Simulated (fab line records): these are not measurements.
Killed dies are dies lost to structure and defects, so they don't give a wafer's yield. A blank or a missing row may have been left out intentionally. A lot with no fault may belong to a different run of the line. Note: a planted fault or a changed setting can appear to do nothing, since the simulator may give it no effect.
Split-lot trial -- flow berkeley_cmos170 -- on a route of 331 steps: 5 lots, 23 wafers read

== ON THE SPLIT ==
At UCB170_NWELL_ETCH_13 (etches Si3N4 in CH3F/Ar/O2, stops on SiO2, target depth 246.4 nm, time 154 s), the setting time_s was moved away from the recipe's 154 s on 8 of the 23 wafers read, by -9.7% to +7.5%. For the rest of the wafers, this setting stayed at what the recipe calls for.

The split's own step is where the reading is taken.

== THE READING ==
KrF_of_NWELL_COAT_07.thk_nm (the simulator's own value, which no gauge read), in nm, at UCB170_NWELL_ETCH_13 (etches Si3N4 in CH3F/Ar/O2, stops on SiO2, target depth 246.4 nm, time 154 s). No usual value for it is given in the file. The 15 wafers here that ran the recipe average 717.6 nm, standard deviation 3.8 nm.

wafer,"tool, chamber at the split","time_s as run, s",against the recipe,"KrF_of_NWELL_COAT_07.thk_nm, nm",against lot-mates on the recipe
L074.1,"rie_diel-01, 3",154,recipe,714.6,-
L074.2,"rie_diel-01, 1",154,recipe,716.9,-
L074.5,"rie_diel-01, 1",154,recipe,716.7,-
L078.1,"rie_diel-01, 3",165,+7.1%,700.9,-11.5
L078.3,"rie_diel-01, 1",165,+7.1%,697.8,-14.6
L078.4,"rie_diel-01, 1",154,recipe,711,-
L078.5,"rie_diel-01, 2",154,recipe,713.8,-
L078.6,"rie_diel-01, 3",165,+7.1%,697.5,-14.9
L080.2,"rie_diel-01, 2",154,recipe,718.6,-
L080.3,"rie_diel-01, 3",154,recipe,718.1,-
L080.4,"rie_diel-01, 1",154,recipe,718.2,-
L080.5,"rie_diel-01, 3",139,-9.7%,731.3,+13.0
L080.6,"rie_diel-01, 2",139,-9.7%,732.5,+14.2
L081.1,"rie_diel-03, 3",154,recipe,723,-
L081.2,"rie_diel-03, 1",154,recipe,712.6,-
L081.3,"rie_diel-03, 0",154,recipe,717.7,-
L081.5,"rie_diel-03, 3",154,recipe,724.2,-
L081.6,"rie_diel-03, 2",154,recipe,723.8,-
L084.2,"rie_diel-01, 2",154,recipe,719.4,-
L084.3,"rie_diel-01, 3",165.6,+7.5%,707.9,-9.8
L084.4,"rie_diel-01, 0",165.6,+7.5%,703,-14.6
L084.5,"rie_diel-01, 1",165.6,+7.5%,704,-13.6
L084.6,"rie_diel-01, 0",154,recipe,715.9,-

THE FIT
A straight line over all 23 wafers: KrF_of_NWELL_COAT_07.thk_nm changes by -1.85 nm for each +1% of time_s; r = -0.91; the points scatter about the line by 4.1 nm.
The same after taking each lot's own level away (the mean of its wafers on the recipe; 23 wafers): -1.62 nm for each +1%; r = -0.95; scatter 2.7 nm.
On that fit, the largest move of time_s shifts the reading by 16 nm.
Measured against the standard deviation above, the lots' own levels, which go from 712.40 to 720.26 nm, span 2.1 times it.
Hence the slope depends on the lot-to-lot level, as the two fits are not the same.
Check: +16.2 nm against its lot-mates is what the line predicts for one of the wafers moved furthest among these (-9.7%) when that wafer is left out of the fit. Against them it came out at +13 nm.

== THE OTHER SPLITS THESE WAFERS WENT THROUGH ==
Before the reading, these wafers also passed through other splits. Each is held against what the fit with the lots' levels taken away leaves over:
other split on the same wafers,wafers away from the commonest value,r with KrF_of_NWELL_COAT_07.thk_nm (lot level and that fit taken away)
UCB170_START_OXIDATION_02 temp_c,5,-0.15

== THE WHOLE CHAIN: every reading that the file lists as answering this split, in the file's order ==
step,what it does,reading,change (the file's fit),r (the file's)
UCB170_NWELL_ETCH_13,"etches Si3N4 in CH3F/Ar/O2, stops on SiO2, target depth 246.4 nm, time 154 s","KrF_of_NWELL_COAT_07.thk_nm (the simulator's own value, which no gauge read)",-1.61 nm for each +1% of the setting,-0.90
UCB170_NWELL_STRIP_15,strips in O2,strip_time_to_endpoint_s,withheld for each +1% of the setting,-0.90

== THE FILE'S OWN FIT ==
KrF_of_NWELL_COAT_07.thk_nm changes by -1.61 nm for each +1% of time_s, r = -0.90.
